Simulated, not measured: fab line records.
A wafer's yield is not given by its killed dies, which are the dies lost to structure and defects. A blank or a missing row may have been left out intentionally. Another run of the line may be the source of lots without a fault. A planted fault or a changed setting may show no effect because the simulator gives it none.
Comparing a struck lot with a sound one ; flow rit-cmos ; 15 out of 202 route steps
Sound: these wafers, L226.1, L226.3, L226.5. Wafers L231.1, L231.3, L231.4 were the ones struck. Last of all comes the cause.
Per side, at each step with rows, come the tool, then ch with its chambers, and then its first start. Under that, the readings that differ: sound wafers ; struck wafers ; difference of the means ; sigmas: that difference in standard deviations of wafers without a fault.
alike: readings whose means differ by less than 2 such deviations, and words and numbers that are the same on both sides. not compared: withheld readings, readings that some wafer has no value for, bounds like >300 that may hide the same value, and numbers for which the record gives no deviation and whose values overlap.
A row with sigmas, a row that says differs or no value, or rows on one side alone: a step with any of these is where the two part. Numbers that don't overlap but have no deviation are shown without sigmas and don't part them. Lack of a reading on every wafer of one side parts them only where that side has two or more wafers.

first, 1 step without rows for these wafers: RIT_CONTACT_CLEAN_14 (cleans in SC2, time 600 s).
RIT_M1_SPUTTER_00: material Al, target thk 400 nm, time 522.8 s.
  sound: pvd-sputter-02 at day 4 01:08; struck: pvd-sputter-01 at day 4 23:49
  alike: throttle-valve-pct
RIT_M1_RS_MEAS_01: a four-point-probe measurement.
  sound: film-metro-04 at day 4 01:26; struck: film-metro-01 at day 5 00:06
  alike: M1_AL_RS
RIT_M1_THK_MEAS_02: measures by xrf.
  sound: film-metro-04 at day 4 01:33; struck: film-metro-01 at day 5 00:13
  alike: M1_AL_THK
then, 6 steps without rows for these wafers: RIT_M1_HMDS_03 (prime time 60 s); RIT_M1_COAT_04 (resist thk 1300 nm); RIT_M1_SOFTBAKE_05 (time 60 s); RIT_M1_EXPOSE_06 (exposes mask M12, target cd 2600 nm); RIT_M1_PEB_07; RIT_M1_DEVELOP_08 (develop time 68 s).
RIT_M1_CD_MEAS_09: the cd target is 2600 nm.
  sound: cd-sem-02 at day 4 02:37; struck: cd-sem-02 at day 5 01:10
  alike: cd-nm
RIT_M1_OVL_MEAS_10:
  sound: overlay-01 at day 4 02:44; struck: overlay-02 at day 5 01:17
reading;sound;struck;difference;sigmas
M1_OVL (nm);-3.2 -2.3 -1.3;1.8 1.0 2.0;+3.9;+3
RIT_M1_HARDBAKE_11: time 120 s.
  sound on litho-track-02 ch 0, day 4 02:50; struck on litho-track-02 ch 0, day 5 01:19
reading;sound;struck;difference;sigmas
heater-power-total-W (W);52.01 51.94 52.04;51.67 51.56 51.61;-0.38;-6
plate-temp-C (C);139.97 139.73 139.82;139.21 139.19 139.12;-0.67;-5
RIT_M1_METAL_ETCH_12: etches Al in Cl2/BCl3, stops on SiO2, time 165 s, target depth 600 nm.
  sound on rie-metal-04 ch 0,1, day 4 03:05; struck on rie-metal-03 ch 0,1, day 5 01:34
reading;sound;struck;difference;sigmas
oes-product-au (a.u.);0.772 0.786 0.793;0.803 0.814 0.821;+0.029;+2
  alike: drypump-motor-current-A, throttle-valve-pct
  not compared: rf-hours-counter-h
RIT_M1_PROBE_99:
  sound: prober-02 at day 4 05:20; struck: prober-01 at day 5 03:50
reading;sound;struck;difference;sigmas
killed-at-contacts;0 2 0;0 0 0;-1;-2
  alike: defect-limited-yield, killed-at-front-end, killed-dies, killed-open, killed-short, sort_bin_3_pad_short, sort_bin_5_function, sort_bin_6_memory, sort-n-pass, sort-yield-pct

## WHERE THEY PART
Last at RIT_M1_PROBE_99 as far as this record goes, first at RIT_M1_OVL_MEAS_10.

WHY: the cause the simulator had injected
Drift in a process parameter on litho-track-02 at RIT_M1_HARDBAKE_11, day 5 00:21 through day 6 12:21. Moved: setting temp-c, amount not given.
